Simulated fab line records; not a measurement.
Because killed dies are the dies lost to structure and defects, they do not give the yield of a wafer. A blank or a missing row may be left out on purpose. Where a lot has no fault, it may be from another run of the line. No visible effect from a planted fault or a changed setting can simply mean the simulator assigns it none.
A lot that was struck, set against a sound lot + flow rit cmos + 17 steps out of a route of 202
Sound: wafers L101.2, L101.5, L101.6. The struck wafers were L119.3, L119.4, L119.6. The cause comes at the end.
Per side, at each step with rows, come the tool, then ch with its chambers, and then its first start. Under that, the readings that differ: sound wafers + struck wafers + difference of the means + sigmas: that difference in standard deviations of wafers without a fault.
alike: words and numbers the same on both sides, and readings whose means are apart by under 2 such deviations; not compared: readings that were withheld, readings missing a value for some wafer, numbers with overlapping values and no deviation given by the record, and bounds like >300 which may hide the same value.
The two part at a step that has a row with sigmas, a row that says differs or no value, or rows on one side only. Numbers that don't overlap but have no deviation are shown without sigmas and don't part them. A reading missing from all wafers of one side parts the sides only when that side holds two or more wafers.

first, 1 step without rows for these wafers: RIT_PRETRO_DEVELOP_05 (develop time 68 s).
RIT_PRETRO_OVL_MEAS_06:
  sound on overlay-01 at day 2 21:55; struck on overlay-02 at day 6 16:10
  alike: PRETRO_OVL
then, 2 steps without rows for these wafers: RIT_PRETRO_HARDBAKE_07 (time 120 s); RIT_PRETRO_IMPLANT_08.
RIT_PRETRO_STRIP_09: strips in O2, time 180 s.
  sound on plasma asher-02 ch 0,1, day 2 22:21; struck on plasma asher-02 ch 0,1, day 6 16:38
  alike: drypump motor current A, rf refl power W
  not compared: rf hours counter h
RIT_PRETRO_TW_MEAS_10:
  sound on film metro-03 at day 2 22:32; struck on film metro-01 at day 6 16:47
| reading   | sound       | struck      | difference | sigmas |
|-----------|-------------|-------------|------------|--------|
| PRETRO_TW | 492 492 492 | 473 472 469 | -21        | -2     |
then, 5 steps without rows for these wafers: RIT_GATE_WET_ETCH_00 (etches SiO2 in BOE, target depth 56 nm, time 60 s); RIT_GATE_CLEAN_01 (cleans in SC1, time 600 s); RIT_GATE_CLEAN_02 (cleans in dHF, time 30 s); RIT_GATE_CLEAN_03 (cleans in SC2, time 600 s); RIT_GATE_CLEAN_04 (cleans in dHF, time 60.89 s).
RIT_FOX2_THK_MEAS_91:
  sound on film metro-02 at day 2 23:03; struck on film metro-03 at day 6 17:16
  alike: FIELD_OXIDE_LEFT_2_THK
RIT_GATE_OXIDATION_05: target thk 3 nm, ox time 270 s.
  sound on furnace-02 ch 0, day 2 23:06; struck on furnace-02 ch 0, day 6 17:18
| reading                                     | sound               | struck               | difference | sigmas      |
|---------------------------------------------|---------------------|----------------------|------------|-------------|
| spike tc centre C (C)                       | 903.3 902.8 902.7   | 885.7 885.1 885.6    | -17.5      | -17         |
| spike tc load C (C)                         | 922.6 921.7 919.9   | 904.2 903.9 905.6    | -16.8      | -11         |
| tube center temp C (C)                      | 900.02 900.01 899.9 | 881.53 881.49 881.53 | -18.46     | -99 or more |
| tube_center_temp_C_max                      | 901.9 902.1 902.1   | 884.0 883.5 883.7    | -18.3      | -46         |
| model.SiO2_of_GATE_OXIDATION_05.thk nm (nm) | 2.999 3.075 3.033   | 2.401 2.394 2.374    | -0.646     |             |
then, 1 step without rows for these wafers: RIT_GATE_ANNEAL_06 (time 600 s).
RIT_GATE_THK_MEAS_07:
  sound on film metro-04 at day 3 01:19; struck on film metro-02 at day 6 18:43
| reading             | sound          | struck         | difference | sigmas |
|---------------------|----------------|----------------|------------|--------|
| GATE_OXIDE_THK (nm) | 2.97 3.12 3.03 | 2.44 2.42 2.30 | -0.65      | -9     |
then, 1 step without rows for these wafers: RIT_GATE_CVD_08 (deposits poly-Si from SiH4, target thk 250 nm, time 2220 s).
RIT_M1_PROBE_99:
  sound on prober-02 at day 4 01:44; struck on prober-02 at day 7 18:56
  no value came back on the struck wafers for any of 8 readings (model.etest.pmos_0p3.r on ohm um, model.etest.pmos turned.r on ohm um and others); on the sound wafers model.etest.pmos_0p3.r on ohm um reads 6218 6313 6239
  alike: killed at front end, killed dies, killed open, killed short

## WHERE THEY PART
Earliest at RIT_PRETRO_TW_MEAS_10; latest, in this record, at RIT_M1_PROBE_99.

WHY: what had been put in by the simulator
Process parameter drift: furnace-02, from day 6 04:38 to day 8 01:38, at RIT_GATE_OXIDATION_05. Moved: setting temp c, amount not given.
